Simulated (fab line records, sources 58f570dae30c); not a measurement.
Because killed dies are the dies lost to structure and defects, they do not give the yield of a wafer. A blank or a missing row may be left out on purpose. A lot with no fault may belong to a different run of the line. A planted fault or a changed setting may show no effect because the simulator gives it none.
Problem report in the 8D (eight disciplines) form, filled by code -- flow berkeleyCmos170 -- the parts of the form that need people (team, actions taken, sign-off) are left out

## 1. PROBLEM STATEMENT
At UCB170_CONTACT_RTA_08, wafer_temp_C_max averages 891.1 over 6 wafers from 2 lots, while fault-free wafers read 905.5, standard deviation 0.94. That is -15 standard deviations from the usual mean.
The step: time 10 s.
The first sign was on wafer L557.3 at day 9 01:36, on rtpAnneal-01. The record has a number at this step for 18 wafers belonging to 6 lots. Rule for "out" (also "out of limits"): further than 4 standard deviations from the usual mean. Any other wafer with a number is counted as sound.

## 2. WHAT IT IS; WHAT IT IS NOT
question,is,is not
which readings at this step,wafer_temp_C_max,"chamberO2Ppm, lampPowerPct"
which lots,"L557, L559","L552, L554, L563, L564"
which wafers of those lots,all that have a number,-
read on which tools,rtpAnneal-01,rtpAnneal-02
when,from day 9 01:36,"up to then (6 sound wafers); but 6 sound wafers of L563, L564 came after"

## 3. WHAT RULES OUT EACH SUSPECT
Counting: a tool at any process step up to the reading remains a suspect when it ran all the lots that are out and ran no sound lot after the first of those.
- rtpAnneal-02 at UCB170_SILICIDE_RTA_04 (time 15 s): ruled out as a lasting fault. The sound lots L563, L564 went through it after L557, its earliest lot that is out (day 8 20:58).
- rtpAnneal-01 at UCB170_CONTACT_RTA_08 (time 10 s): kept. It ran every lot that is out, first L557 (day 9 01:36), and no sound lot after that; its last sound lot up to then is L554 (day 8 14:22). Its own readings are out on those wafers: wafer_temp_C_max.
Left after counting: rtpAnneal-01 at UCB170_CONTACT_RTA_08.

## 4. THE CAUSE (what the simulator had put in)
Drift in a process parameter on rtpAnneal-01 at UCB170_CONTACT_RTA_08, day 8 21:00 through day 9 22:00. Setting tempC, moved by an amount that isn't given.
The count eliminated every tool but this one.

## 5. THE EFFECT CHAIN, in route order
Rows list readings where the struck wafers' mean (over those with a number) sits beyond 3 standard deviations from the usual. Readings are gone through only where the record gives a usual standard deviation; hours: the median, over the lots, of the time from a lot's start at the first step in this table giving one to that lot's start at this step; sigmas: the change measured in usual standard deviations.
hours,step,reading,usual,on struck wafers,change,sigmas
0,UCB170_CONTACT_RTA_08,wafer_temp_C_max,905.5,891.1,-14.4,-15
Its process steps:
- UCB170_CONTACT_RTA_08: time 10 s.

## 6. WHAT WOULD HAVE CAUGHT IT SOONER
In this record the first reading out of limits was taken at day 9 01:36, 5 hours after the fault began at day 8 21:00.
